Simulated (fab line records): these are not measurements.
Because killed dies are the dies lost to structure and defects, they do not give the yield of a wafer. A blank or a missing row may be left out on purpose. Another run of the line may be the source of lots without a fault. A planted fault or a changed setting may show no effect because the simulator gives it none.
What tool caused it? || flow berkeley_cmos170 || 14 lots, 42 wafers sampled, at 3 steps of a route of 331

== WHAT EACH GAUGE READ, for each wafer ==
UCB170_PVT_TW_MEAS_09. Usual: PVT_TW typically reads 508, with standard deviation 4.9.
{"lot": "L615", "measured": "day 6 14:07", "on": "film_metro-04", "PVT_TW": "514 516 516", "flag": ""}
{"lot": "L616", "measured": "day 7 05:32", "on": "film_metro-04", "PVT_TW": "516 515 514", "flag": ""}
{"lot": "L617", "measured": "day 7 06:05", "on": "film_metro-01", "PVT_TW": "503 504 501", "flag": ""}
{"lot": "L619", "measured": "day 7 15:10", "on": "film_metro-01", "PVT_TW": "506 504 503", "flag": ""}
{"lot": "L618", "measured": "day 7 15:31", "on": "film_metro-02", "PVT_TW": "501 503 502", "flag": ""}
{"lot": "L622", "measured": "day 7 23:05", "on": "film_metro-01", "PVT_TW": "507 504 506", "flag": ""}
{"lot": "L623", "measured": "day 7 23:21", "on": "film_metro-01", "PVT_TW": "502 505 506", "flag": ""}
{"lot": "L621", "measured": "day 8 00:04", "on": "film_metro-01", "PVT_TW": "508 510 508", "flag": ""}
{"lot": "L624", "measured": "day 8 12:58", "on": "film_metro-04", "PVT_TW": "514 514 515", "flag": ""}
{"lot": "L632", "measured": "day 10 11:55", "on": "film_metro-01", "PVT_TW": "504 503 504", "flag": ""}
{"lot": "L634", "measured": "day 10 15:33", "on": "film_metro-01", "PVT_TW": "502 505 502", "flag": ""}
{"lot": "L635", "measured": "day 11 01:20", "on": "film_metro-04", "PVT_TW": "513 508 513", "flag": ""}
{"lot": "L637", "measured": "day 11 01:27", "on": "film_metro-01", "PVT_TW": "502 503 504", "flag": ""}
{"lot": "L638", "measured": "day 11 09:32", "on": "film_metro-02", "PVT_TW": "504 506 504", "flag": ""}

UCB170_PLDD_OVL_MEAS_07. Usual: PLDD_OVL typically reads 0 nm, with standard deviation 6.1.
{"lot": "L615", "measured": "day 7 09:07", "on": "overlay-02", "PLDD_OVL (nm)": "-5 -4 -6", "flag": ""}
{"lot": "L616", "measured": "day 7 21:57", "on": "overlay-01", "PLDD_OVL (nm)": "-7 -9 -4", "flag": ""}
{"lot": "L617", "measured": "day 7 20:20", "on": "overlay-01", "PLDD_OVL (nm)": "8 5 5", "flag": ""}
{"lot": "L619", "measured": "day 8 12:50", "on": "overlay-02", "PLDD_OVL (nm)": "-5 -6 -1", "flag": ""}
{"lot": "L618", "measured": "day 8 13:01", "on": "overlay-02", "PLDD_OVL (nm)": "-1 -1 1", "flag": ""}
{"lot": "L622", "measured": "day 8 16:24", "on": "overlay-02", "PLDD_OVL (nm)": "9 14 9", "flag": ""}
{"lot": "L623", "measured": "day 8 16:42", "on": "overlay-01", "PLDD_OVL (nm)": "7 -2 2", "flag": ""}
{"lot": "L621", "measured": "day 8 16:49", "on": "overlay-02", "PLDD_OVL (nm)": "-7 1 -2", "flag": ""}
{"lot": "L624", "measured": "day 9 09:17", "on": "overlay-01", "PLDD_OVL (nm)": "7 1 9", "flag": ""}
{"lot": "L632", "measured": "day 11 04:08", "on": "overlay-02", "PLDD_OVL (nm)": "10 7 3", "flag": ""}
{"lot": "L634", "measured": "day 11 04:44", "on": "overlay-01", "PLDD_OVL (nm)": "-8 -4 -11", "flag": ""}
{"lot": "L635", "measured": "day 11 17:44", "on": "overlay-02", "PLDD_OVL (nm)": "0 -1 -1", "flag": ""}
{"lot": "L637", "measured": "day 11 18:01", "on": "overlay-02", "PLDD_OVL (nm)": "2 -5 4", "flag": ""}
{"lot": "L638", "measured": "day 12 04:28", "on": "overlay-01", "PLDD_OVL (nm)": "-1 0 -4", "flag": ""}

UCB170_V1_THK_MEAS_01. Usual: V1_TEOS_THK typically reads 2007 nm, with standard deviation 28.
{"lot": "L615", "measured": "day 8 08:55", "on": "film_metro-03", "V1_TEOS_THK (nm)": "1995 1991 2006", "flag": ""}
{"lot": "L616", "measured": "day 9 01:21", "on": "film_metro-04", "V1_TEOS_THK (nm)": "1989 2006 1996", "flag": ""}
{"lot": "L617", "measured": "day 9 00:00", "on": "film_metro-04", "V1_TEOS_THK (nm)": "2003 2034 2040", "flag": ""}
{"lot": "L619", "measured": "day 9 17:18", "on": "film_metro-01", "V1_TEOS_THK (nm)": "2002 2060 2042", "flag": ""}
{"lot": "L618", "measured": "day 9 18:33", "on": "film_metro-04", "V1_TEOS_THK (nm)": "1962 1997 1987", "flag": ""}
{"lot": "L622", "measured": "day 9 18:38", "on": "film_metro-04", "V1_TEOS_THK (nm)": "2050 2072 1998", "flag": ""}
{"lot": "L623", "measured": "day 9 18:43", "on": "film_metro-03", "V1_TEOS_THK (nm)": "1954 1996 1978", "flag": ""}
{"lot": "L621", "measured": "day 9 19:53", "on": "film_metro-03", "V1_TEOS_THK (nm)": "2006 1986 2009", "flag": ""}
{"lot": "L624", "measured": "day 11 00:49", "on": "film_metro-03", "V1_TEOS_THK (nm)": "1987 1976 2009", "flag": ""}
{"lot": "L632", "measured": "day 12 05:35", "on": "film_metro-04", "V1_TEOS_THK (nm)": "2025 2046 2053", "flag": ""}
{"lot": "L634", "measured": "day 12 08:19", "on": "film_metro-03", "V1_TEOS_THK (nm)": "1981 1981 1974", "flag": ""}
{"lot": "L635", "measured": "day 13 00:01", "on": "film_metro-01", "V1_TEOS_THK (nm)": "2023 1977 2013", "flag": ""}
{"lot": "L637", "measured": "day 13 00:00", "on": "film_metro-04", "V1_TEOS_THK (nm)": "1996 1987 2038", "flag": ""}
{"lot": "L638", "measured": "day 13 02:35", "on": "film_metro-04", "V1_TEOS_THK (nm)": "1978 2033 1994", "flag": ""}

== EACH LOT AND THE TOOL THAT RAN IT (in order: tool; ch and the chambers of the sampled wafers; start) ==
The record shows no process step preceding these readings.

== AS READ BY THE TOOLS THEMSELVES (means over the sampled wafers that have a number; for cases with no such wafer, the mark the record gives instead) ==
The record holds no such reading with a usual standard deviation.

== THE ANSWER, worked out from the rows above alone ==
Rule: take the mean of a lot's wafers that have a number; if it is more than 3 standard deviations from the usual mean, the lot is off. Also off: a lot with no number at a reading for which 4 or more lots have one. Any other lot the step has rows for is counted as sound. First the gauges in route order, then the tools' own readings, where a lot's mean is used as printed above. At the first step where some lot is off, the reading lying furthest off is the one used; lots without a number count as furthest.
Nothing can be told from this: no lot is off at any reading shown.

== WHAT THE SIMULATOR HAD INSERTED ==
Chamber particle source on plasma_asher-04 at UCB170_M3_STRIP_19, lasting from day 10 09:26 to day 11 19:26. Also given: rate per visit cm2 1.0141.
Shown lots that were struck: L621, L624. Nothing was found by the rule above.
